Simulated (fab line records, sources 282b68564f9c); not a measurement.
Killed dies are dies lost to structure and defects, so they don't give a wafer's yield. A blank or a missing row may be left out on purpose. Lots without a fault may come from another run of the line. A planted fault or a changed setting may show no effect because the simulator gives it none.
Which tool did it? | flow rit_cmos | 14 lots, 42 wafers sampled, at 5 steps of a route of 202

WHAT THE GAUGES READ, wafer by wafer
RIT_ACTIVE_CD_MEAS_11: target cd 1400 nm.
lot  | measured    | on        | cd_nm (nm)
L197 | day 1 15:18 | cd_sem-02 | 1396.9 1397.3 1397.0
L200 | day 2 05:37 | cd_sem-01 | 1400.8 1401.6 1400.5
L201 | day 2 10:26 | cd_sem-02 | 1400.3 1402.0 1401.3
L202 | day 2 15:35 | cd_sem-01 | 1398.1 1398.1 1398.9
L204 | day 3 01:58 | cd_sem-01 | 1397.8 1395.6 1398.8
L207 | day 3 16:34 | cd_sem-01 | 1395.8 1394.4 1396.1
L208 | day 3 22:13 | cd_sem-02 | 1399.7 1399.7 1400.1
L210 | day 4 07:35 | cd_sem-02 | 1400.8 1399.2 1397.8
L212 | day 4 17:34 | cd_sem-02 | 1397.6 1397.2 1398.1
L214 | day 5 03:34 | cd_sem-01 | 1397.8 1398.4 1401.6
L216 | day 5 14:52 | cd_sem-01 | 1400.6 1402.9 1399.5
L217 | day 5 18:53 | cd_sem-01 | 1398.3 1399.3 1398.4
L218 | day 5 23:47 | cd_sem-02 | 1398.2 1399.4 1403.0
L219 | day 6 04:35 | cd_sem-02 | 1400.1 1400.5 1398.4

RIT_NWELL_OVL_MEAS_06.
lot  | measured    | on         | NWELL_OVL (nm)
L197 | day 1 21:20 | overlay-01 | -0.1 0.4 -0.2
L200 | day 2 11:19 | overlay-01 | 0.4 1.2 1.7
L201 | day 2 17:17 | overlay-01 | 2.7 2.7 3.0
L202 | day 2 21:16 | overlay-02 | 1.0 0.9 0.8
L204 | day 3 07:47 | overlay-02 | 2.6 2.8 2.9
L207 | day 3 22:29 | overlay-01 | 1.8 0.8 1.7
L208 | day 4 05:44 | overlay-02 | 1.0 2.1 0.7
L210 | day 4 13:51 | overlay-01 | 4.4 2.7 2.4
L212 | day 4 23:16 | overlay-02 | -0.7 -1.4 -1.6
L214 | day 5 10:39 | overlay-02 | 1.8 2.7 1.2
L216 | day 5 21:20 | overlay-02 | 0.0 -0.4 0.0
L217 | day 6 00:42 | overlay-01 | -0.1 0.5 1.0
L218 | day 6 06:25 | overlay-01 | 3.5 1.8 3.5
L219 | day 6 10:26 | overlay-01 | -3.1 -1.3 -1.2

RIT_PRETRO_TW_MEAS_10.
lot  | measured    | on            | PRETRO_TW
L197 | day 2 08:10 | film_metro-02 | 481.7 480.6 480.6
L200 | day 2 23:46 | film_metro-04 | 475.0 477.7 478.1
L201 | day 3 04:09 | film_metro-03 | 478.7 483.7 483.5
L202 | day 3 08:11 | film_metro-04 | 477.5 477.1 474.1
L204 | day 3 18:44 | film_metro-02 | 483.6 482.2 481.1
L207 | day 4 09:19 | film_metro-03 | 480.4 480.0 480.6
L208 | day 4 16:27 | film_metro-02 | 478.5 479.7 477.7
L210 | day 5 00:44 | film_metro-02 | 529.2 529.0 528.5
L212 | day 5 10:55 | film_metro-02 | 529.8 528.3 526.5
L214 | day 5 21:53 | film_metro-03 | 477.8 478.7 480.1
L216 | day 6 08:22 | film_metro-02 | 478.4 481.6 480.9
L217 | day 6 12:08 | film_metro-02 | 479.2 480.9 479.3
L218 | day 6 17:16 | film_metro-02 | 479.1 481.1 479.9
L219 | day 6 21:17 | film_metro-04 | 475.4 478.7 478.3

WHICH TOOL RAN EACH LOT (tool, then ch and the chambers of the sampled wafers, then the start)
lot  | RIT_PRETRO_IMPLANT_08          | RIT_PRETRO_STRIP_09
L197 | implanter-02 ch 0, day 2 07:50 | plasma_asher-01 ch 0,1, day 2 07:59
L200 | implanter-01 ch 0, day 2 23:26 | plasma_asher-04 ch 0,1, day 2 23:35
L201 | implanter-01 ch 0, day 3 03:49 | plasma_asher-04 ch 0,1, day 3 03:58
L202 | implanter-03 ch 0, day 3 07:53 | plasma_asher-04 ch 0,1, day 3 08:01
L204 | implanter-02 ch 0, day 3 18:25 | plasma_asher-01 ch 0,1, day 3 18:34
L207 | implanter-01 ch 0, day 4 08:59 | plasma_asher-01 ch 0,1, day 4 09:08
L208 | implanter-03 ch 0, day 4 16:08 | plasma_asher-04 ch 0,1, day 4 16:17
L210 | implanter-02 ch 0, day 5 00:26 | plasma_asher-03 ch 0,1, day 5 00:33
L212 | implanter-02 ch 0, day 5 10:36 | plasma_asher-01 ch 0,1, day 5 10:45
L214 | implanter-01 ch 0, day 5 21:25 | plasma_asher-03 ch 0,1, day 5 21:43
L216 | implanter-01 ch 0, day 6 08:03 | plasma_asher-03 ch 0,1, day 6 08:12
L217 | implanter-03 ch 0, day 6 11:50 | plasma_asher-01 ch 0,1, day 6 11:57
L218 | implanter-01 ch 0, day 6 16:58 | plasma_asher-01 ch 0,1, day 6 17:07
L219 | implanter-01 ch 0, day 6 20:58 | plasma_asher-01 ch 0,1, day 6 21:05
- RIT_PRETRO_IMPLANT_08
- RIT_PRETRO_STRIP_09: strips in O2, time 180 s.

WHAT THE TOOLS THEMSELVES READ (means of the sampled wafers that have a number; where no wafer has one, the mark that the record gives instead)
RIT_PRETRO_IMPLANT_08.
lot  | tool         | dose_ions_cm2 | faraday_current_uA
L197 | implanter-02 | 1.1987e+13    | 38.4
L200 | implanter-01 | 1.1985e+13    | 37.6
L201 | implanter-01 | 1.1987e+13    | 37.9
L202 | implanter-03 | 1.2007e+13    | 39.1
L204 | implanter-02 | 1.1992e+13    | 37.7
L207 | implanter-01 | 1.1993e+13    | 37.7
L208 | implanter-03 | 1.1985e+13    | 37.6
L210 | implanter-02 | 1.6324e+13    | 51.1
L212 | implanter-02 | 1.6327e+13    | 51.3
L214 | implanter-01 | 1.1992e+13    | 38.1
L216 | implanter-01 | 1.2002e+13    | 38.4
L217 | implanter-03 | 1.1984e+13    | 38.3
L218 | implanter-01 | 1.2007e+13    | 37.5
L219 | implanter-01 | 1.2007e+13    | 37.2

RIT_PRETRO_STRIP_09.
lot  | tool            | drypump_motor_current_A (A)
L197 | plasma_asher-01 | 5.0
L200 | plasma_asher-04 | 5.6
L201 | plasma_asher-04 | 5.4
L202 | plasma_asher-04 | 5.6
L204 | plasma_asher-01 | 5.0
L207 | plasma_asher-01 | 4.9
L208 | plasma_asher-04 | 5.4
L210 | plasma_asher-03 | 5.9
L212 | plasma_asher-01 | 5.0
L214 | plasma_asher-03 | 5.9
L216 | plasma_asher-03 | 5.9
L217 | plasma_asher-01 | 4.9
L218 | plasma_asher-01 | 4.9
L219 | plasma_asher-01 | 5.0

THE ANSWER, worked out from the rows above alone
Rule: what is usual is taken from the lots themselves. Put in order of their means at a reading, lots are off if they are a third of the lots or fewer, leave a main group of 4 or more, and stand apart from it by a gap of 3 or more times the standard deviation of the main group's means; of several such gaps the widest counts. A main group whose means are all the same, to the digits that the tables above print for the reading, isn't used. A lot without any number at a reading at which 4 lots or more have one is off too. The other lots that the step has rows for count as sound. The gauges are gone through in route order, then the tools' own readings, and for those a lot's mean is taken as printed above. The first step at which some lot is off is used, and at that step the reading that is off furthest; a lot without a number counts as furthest.
Off: L210, L212, at RIT_PRETRO_TW_MEAS_10 (PRETRO_TW). The main group: mean 479.5, standard deviation 1.8.
A tool fits if, at a process step before that reading, it ran every lot that is off, and no sound lot after the first of them. The gauges at RIT_PRETRO_TW_MEAS_10 aren't tried: what is off there is off at RIT_PRETRO_IMPLANT_08 too, on other tools, and a gauge's error can't cause that. One fits: implanter-02 at RIT_PRETRO_IMPLANT_08. Its last sound lot is L204 (day 3 18:25), its first lot that is off L210 (day 5 00:26): a fault that began between those two fits.
The tool's own readings at RIT_PRETRO_IMPLANT_08 bear it out: on the lots that are off they differ by more than 5 times the standard deviation of the sound lots' means. dose_ions_cm2 reads 1.6326e+13 there against 1.1994e+13 on the sound lots; faraday_current_uA reads 51.2 there against 38.0 on the sound lots.

WHAT THE SIMULATOR HAD PUT IN
Process parameter drift: implanter-02, from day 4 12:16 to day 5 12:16, at RIT_PRETRO_IMPLANT_08. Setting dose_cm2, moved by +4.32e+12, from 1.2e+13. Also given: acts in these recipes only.
Lots struck among those shown: L210, L212. The rule above found the same.
